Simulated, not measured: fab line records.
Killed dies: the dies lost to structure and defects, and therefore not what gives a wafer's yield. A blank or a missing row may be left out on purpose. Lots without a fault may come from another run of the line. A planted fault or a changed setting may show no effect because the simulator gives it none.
The tool behind it: which one? ; flow berkeley-cmos170 ; Sampling: 15 lots, 45 wafers, 3 of 331 route steps

WHAT THE GAUGES READ, wafer by wafer
UCB170_M2_CD_MEAS_15 targets a cd of 700 nm. Usual: cd-nm 700.3 nm, standard deviation 1.6.
lot;measured;on;cd-nm (nm);flag
L384;day 8 11:23;cd-sem-02;698.8 699.4 699.0;
L383;day 8 14:35;cd-sem-01;699.7 700.2 699.0;
L386;day 8 22:24;cd-sem-02;698.0 697.9 700.2;
L385;day 8 22:41;cd-sem-01;700.1 700.0 700.7;
L388;day 10 08:26;cd-sem-01;702.6 703.9 702.5;
L392;day 10 08:32;cd-sem-01;700.3 700.8 699.6;
L390;day 10 08:43;cd-sem-02;700.6 702.2 700.9;
L391;day 10 09:46;cd-sem-02;701.9 702.2 701.7;
L393;day 11 06:11;cd-sem-01;701.3 701.7 700.4;
L397;day 11 08:09;cd-sem-01;699.1 698.3 699.9;
L399;day 12 03:05;cd-sem-01;699.6 700.2 700.1;
L401;day 12 16:52;cd-sem-02;696.7 697.0 696.3;
L404;day 13 09:14;cd-sem-01;701.1 700.5 700.0;
L405;day 13 10:22;cd-sem-02;701.7 700.5 701.0;
L406;day 13 11:28;cd-sem-02;697.9 699.4 698.7;

UCB170_M2_OVL_MEAS_16. Usual: for M2_OVL the level is -1 nm and the standard deviation is 5.3.
lot;measured;on;M2_OVL (nm);flag
L384;day 8 11:30;overlay-01;-4 -1 -7;
L383;day 8 14:43;overlay-02;4 5 1;
L386;day 8 22:31;overlay-02;-5 -5 -4;
L385;day 8 22:47;overlay-02;0 0 -2;
L388;day 10 08:33;overlay-02;2 -1 0;
L392;day 10 08:40;overlay-02;-5 -4 -14;
L390;day 10 08:50;overlay-01;0 -4 -4;
L391;day 10 09:52;overlay-01;-4 -3 -1;
L393;day 11 06:18;overlay-01;1 -2 -1;
L397;day 11 08:16;overlay-02;-6 -3 6;
L399;day 12 03:12;overlay-02;5 4 3;
L401;day 12 16:59;overlay-01;-1 13 -8;
L404;day 13 09:20;overlay-02;5 13 11;
L405;day 13 10:29;overlay-01;0 -6 -3;
L406;day 13 11:34;overlay-02;3 -8 1;

UCB170_M3_OVL_MEAS_16. Usual: for M3_OVL the level is 3 nm and the standard deviation is 6.1.
lot;measured;on;M3_OVL (nm);flag
L384;day 8 16:31;overlay-02;-4 -4 4;
L383;day 8 20:26;overlay-01;-8 -6 2;
L386;day 9 07:01;overlay-02;-2 -2 1;
L385;day 9 07:21;overlay-01;2 2 8;
L388;day 10 16:38;overlay-01;-1 -3 2;
L392;day 10 16:38;overlay-02;-2 -6 2;
L390;day 10 16:55;overlay-01;2 -1 4;
L391;day 10 17:22;overlay-01;2 1 7;
L393;day 11 12:08;overlay-02;9 -2 0;
L397;day 11 13:58;overlay-01;10 9 7;
L399;day 12 08:33;overlay-02;10 7 4;
L401;day 12 23:10;overlay-01;13 11 12;
L404;day 13 16:25;overlay-02;9 9 11;
L405;day 13 16:37;overlay-01;21 9 6;
L406;day 13 16:45;overlay-02;-7 -10 -13;

WHICH TOOL RAN EACH LOT (tool, then ch and the chambers of the sampled wafers, then the start)
The record shows no process step preceding these readings.

WHAT THE TOOLS THEMSELVES READ (means of the sampled wafers that have a number; where no wafer has one, the mark that the record gives instead)
The record holds no such reading with a usual standard deviation.

THE ANSWER, worked out from the rows above alone
Rule: take the mean of a lot's wafers that have a number; if it is more than 3 standard deviations from the usual mean, the lot is off. A lot without any number at a reading at which 4 lots or more have one is off too. All remaining lots with rows at the step are treated as sound. After the gauges, taken in route order, come the tools' own readings; for these a lot's mean is taken, as printed above. At the first step where some lot is off, the reading lying furthest off is the one used; lots without a number count as furthest.
No lot is off at any reading shown: from this, nothing can be told.

WHAT THE SIMULATOR PUT IN
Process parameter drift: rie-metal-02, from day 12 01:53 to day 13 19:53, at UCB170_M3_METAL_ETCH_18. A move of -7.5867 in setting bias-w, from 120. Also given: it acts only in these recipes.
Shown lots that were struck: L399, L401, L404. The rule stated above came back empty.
